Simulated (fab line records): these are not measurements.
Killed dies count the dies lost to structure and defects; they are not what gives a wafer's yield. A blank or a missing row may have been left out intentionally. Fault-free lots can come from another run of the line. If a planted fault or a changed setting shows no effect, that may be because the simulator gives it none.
2 desks looking at one fault    flow rit_cmos    each desk holds nothing but its own numbers, with what lay behind them at the end

## AT THE METROLOGY DESK
Lot by lot, what the gauges showed, no matter which tool ran the lot: averages of those sampled wafers that carry a number. Any lot whose mean is over 4 standard deviations away from the usual mean is out of limits and marked OUT; that distance is given in the brackets.
Columns: A = INCOMING_BOW at RIT_ACTIVE_BOW_MEAS_00, usual 0 um
lot   first seen here  A
L808  day 1 10:02      -1
L809  day 1 15:01      -4
L811  day 2 01:01      -4
L813  day 2 11:01      3
L814  day 2 16:00      4
L815  day 2 21:02      5
L816  day 3 02:01      -1
L817  day 3 07:00      -4
L818  day 3 12:01      0
L819  day 3 17:00      -4
L820  day 3 22:00      -4
L821  day 4 03:00      -4
L822  day 4 08:04      2
L831  day 6 05:00      1
Finding of this desk: none of the 14 lots has anything out of limits.

## AT THE TOOL OWNER'S DESK: plasma_asher-04
The tool's own readings at RIT_PSD_STRIP_09 (strips in O2, time 180 s): means of the sampled wafers that have a number, for each lot that ran on this tool. Any lot whose mean is over 4 standard deviations away from the usual mean is out of limits and marked OUT; that distance is given in the brackets.
Columns: A = drypump_motor_current_A at RIT_PSD_STRIP_09, usual 5.6 A; B = rf_refl_power_W at RIT_PSD_STRIP_09, usual 6.2 W
lot   first seen here  A    B
L813  day 4 08:57      5.2  6.3
L814  day 4 12:13      5.0  6.4
L817  day 5 06:35      5.2  6.1
L819  day 5 13:28      5.3  6.1
L820  day 5 18:08      5.4  6.2
L821  day 5 20:10      5.2  6.2
L822  day 6 03:42      5.2  5.9
Finding of this desk: none of the 7 lots has anything out of limits.

## BROUGHT TOGETHER
From the metrology desk's view, nothing was out of limits.
The desk of the tool owner found nothing out of limits.

## WHAT HAD BEEN PUT IN BY THE SIMULATOR
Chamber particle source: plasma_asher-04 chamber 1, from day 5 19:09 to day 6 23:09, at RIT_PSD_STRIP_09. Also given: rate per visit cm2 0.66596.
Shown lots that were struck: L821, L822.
